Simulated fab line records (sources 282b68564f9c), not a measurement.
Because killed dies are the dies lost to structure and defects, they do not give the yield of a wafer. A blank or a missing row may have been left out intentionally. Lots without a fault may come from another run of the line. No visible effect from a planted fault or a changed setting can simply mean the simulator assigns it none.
A single fault, viewed from 2 desks :: flow ritCmos :: every desk sees just its own numbers, and what lay behind them comes last

== FOR THE TOOL OWNER'S DESK: rieSi-01 ==
The tool's own readings at RIT_GATE_ETCH_19 (etches poly-Si in SF6/CHF3/O2, stops on SiO2, time 165 s, target depth 312.5 nm): means of the sampled wafers that have a number, for each lot that ran on this tool. The brackets show how far a lot's mean lies from the usual mean; more than 4 standard deviations puts the lot out of limits, marked OUT.
Columns: A = CHF3_flow_sccm at RIT_GATE_ETCH_19, usual 30.00 sccm; B = drypumpMotorCurrentA at RIT_GATE_ETCH_19, usual 5.8 A; C = oesProductAu at RIT_GATE_ETCH_19, usual 0.849 a.u.; D = runLengthS at RIT_GATE_ETCH_19, usual 193.4 s; E = throttleValvePct at RIT_GATE_ETCH_19, usual 10.20 %
lot: L910
first seen here: day 3 23:47
A: 29.91
B: 6.1
C: 0.712 (-12) OUT
D: 239.8 (+99 or more) OUT
E: 10.34

lot: L914
first seen here: day 4 20:48
A: 29.98
B: 5.5
C: 0.716 (-12) OUT
D: 238.9 (+99 or more) OUT
E: 10.17

lot: L916
first seen here: day 5 03:48
A: 29.98
B: 6.0
C: 0.716 (-12) OUT
D: 239.9 (+99 or more) OUT
E: 10.36

lot: L926
first seen here: day 7 13:55
A: 29.94
B: 5.6
C: 0.854
D: 192.9
E: 10.15
This desk's verdict: out of limits on L910, L914, L916, starting with L910 at day 3 23:47 (oesProductAu at RIT_GATE_ETCH_19). L926 stayed within limits.

== METROLOGY DESK ==
What the gauges read, lot by lot, whatever tool the lot ran on: means of the sampled wafers that have a number. The brackets show how far a lot's mean lies from the usual mean; more than 4 standard deviations puts the lot out of limits, marked OUT.
Columns: A = GATE_OXIDE_THK at RIT_GATE_THK_MEAS_07, usual 2.77 nm; B = GATE_POLY_THK at RIT_GATE_THK_MEAS_09, usual 249.9 nm; C = cdNm at RIT_GATE_CD_MEAS_16, usual 149.4 nm; D = GATE_OVL at RIT_GATE_OVL_MEAS_17, usual -0.2 nm
lot: L906
first seen here: day 2 22:51
A: 2.78
B: 251.3
C: 148.3
D: -1.1

lot: L910
first seen here: day 3 20:05
A: 2.81
B: 247.7
C: 149.0
D: 0.9

lot: L914
first seen here: day 4 17:00
A: 2.76
B: 247.8
C: 147.5
D: 0.4

lot: L916
first seen here: day 4 23:38
A: 2.84
B: 249.8
C: 149.2
D: -1.6

lot: L922
first seen here: day 6 11:07
A: 2.72
B: 253.3
C: 150.7
D: 1.6

lot: L925
first seen here: day 7 00:16
A: 2.80
B: 252.7
C: 148.3
D: -0.0

lot: L926
first seen here: day 7 11:01
A: 2.74
B: 253.0
C: 149.8
D: -0.7
Finding of this desk: none of the 7 lots has anything out of limits.

== ALL TOGETHER ==
The tool owner's desk had the chance to raise an alarm at day 3 23:47 on L910, L914, L916.
From the metrology desk's view, nothing was out of limits.
The metrology desk holds a record of L910, L914, L916, inside its limits.
All the named lots went through RIT_GATE_ETCH_19 on rieSi-01.

== WHAT THE SIMULATOR HAD INSERTED ==
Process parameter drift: rieSi-01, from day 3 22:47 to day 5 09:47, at RIT_GATE_ETCH_19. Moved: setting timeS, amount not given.
Shown lots that were struck: L910, L914, L916.
Each desk's first reading out of limits, in hours after the fault started: the tool owner's desk, 1.
